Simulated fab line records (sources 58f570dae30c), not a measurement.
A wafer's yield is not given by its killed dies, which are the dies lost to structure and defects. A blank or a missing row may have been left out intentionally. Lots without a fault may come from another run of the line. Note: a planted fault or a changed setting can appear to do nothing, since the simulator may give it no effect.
Struck lot and sound lot, side by side	flow berkeley_cmos170	16 out of 331 route steps
Sound: wafers L152.2, L152.4, L152.5. Struck: wafers L160.1, L160.5, L160.6. The cause is given at the end.
Per side, at each step with rows, come the tool, then ch with its chambers, and then its first start. Under that, the readings that differ: sound wafers	struck wafers	difference of the means	sigmas: that difference in standard deviations of wafers without a fault.
alike: words and numbers the same on both sides, and readings whose means are apart by under 2 such deviations; not compared: readings that were withheld, readings missing a value for some wafer, numbers with overlapping values and no deviation given by the record, and bounds like >300 which may hide the same value.
A row with sigmas, a row that says differs or no value, or rows on one side alone: a step with any of these is where the two part. Numbers that don't overlap but have no deviation are shown without sigmas and don't part them. A reading missing from all wafers of one side parts the sides only when that side holds two or more wafers.

UCB170_ACTIVE_OVL_MEAS_14:
  sound on overlay-02 at day 4 12:43; struck on overlay-02 at day 6 04:50
reading	sound	struck	difference	sigmas
ACTIVE_OVL (nm)	4 7 2	-13 -14 -13	-18	-3
UCB170_ACTIVE_ETCH_15: etches Si3N4 in CH3F/Ar/O2, stops on SiO2, target depth 242 nm, time 151 s.
  sound on rie_diel-01 ch 1,2,3, day 4 12:44; struck on rie_diel-03 ch 1,2, day 6 04:52
reading	sound	struck	difference	sigmas
throttle_valve_pct (%)	7.92 7.82 8.07	8.27 8.06 8.28	+0.27	+2
  alike: drypump_motor_current_A, oes_product_au
  not compared: rf_hours_counter_h
UCB170_ACTIVE_STRIP_16: strips in O2.
  sound on plasma_asher-02 ch 1, day 4 12:50; struck on plasma_asher-01 ch 0,1, day 6 04:58
  alike: drypump_motor_current_A, oes_product_au, strip_time_to_endpoint_s
  not compared: rf_hours_counter_h
UCB170_ACTIVE_CD_MEAS_90: the cd target is 1200 nm.
  sound on cd_sem-02 at day 4 12:59; struck on cd_sem-02 at day 6 05:04
  alike: cd_nm
then, 7 steps without rows for these wafers: UCB170_ACTIVE_CLEAN_17 (cleans in SPM, time 600 s); UCB170_PFIELD_HMDS_00 (prime time 60 s); UCB170_PFIELD_COAT_01 (resist thk 900 nm); UCB170_PFIELD_SOFTBAKE_02 (time 60 s); UCB170_PFIELD_EXPOSE_03 (exposes mask PFIELD, target cd 1500 nm); UCB170_PFIELD_PEB_04; UCB170_PFIELD_DEVELOP_05 (develop time 45 s).
UCB170_PFIELD_OVL_MEAS_06:
  sound on overlay-01 at day 4 15:35; struck on overlay-02 at day 6 10:14
  alike: PFIELD_OVL
UCB170_PFIELD_IMPLANT_07:
  sound on implanter-01 ch 0, day 4 15:39; struck on implanter-02 ch 0, day 6 10:35
  alike: beam_energy_keV
UCB170_PFIELD_STRIP_08: strips in O2.
  sound on plasma_asher-02 ch 0,1, day 4 15:46; struck on plasma_asher-03 ch 0,1, day 6 10:53
  alike: drypump_motor_current_A, oes_product_au, strip_time_to_endpoint_s
  not compared: rf_hours_counter_h
UCB170_PFIELD_TW_MEAS_09:
  sound on film_metro-01 at day 4 15:53; struck on film_metro-01 at day 6 11:23
reading	sound	struck	difference	sigmas
PFIELD_TW	600 602 600	750 748 744	+147	+49
UCB170_M3_PROBE_99:
  the record holds rows for the sound wafers here (prober-01, day 8 07:19) but none for the struck ones

== WHERE THEY PART ==
Earliest at UCB170_ACTIVE_OVL_MEAS_14; latest, in this record, at UCB170_M3_PROBE_99.

WHY: the cause the simulator had injected
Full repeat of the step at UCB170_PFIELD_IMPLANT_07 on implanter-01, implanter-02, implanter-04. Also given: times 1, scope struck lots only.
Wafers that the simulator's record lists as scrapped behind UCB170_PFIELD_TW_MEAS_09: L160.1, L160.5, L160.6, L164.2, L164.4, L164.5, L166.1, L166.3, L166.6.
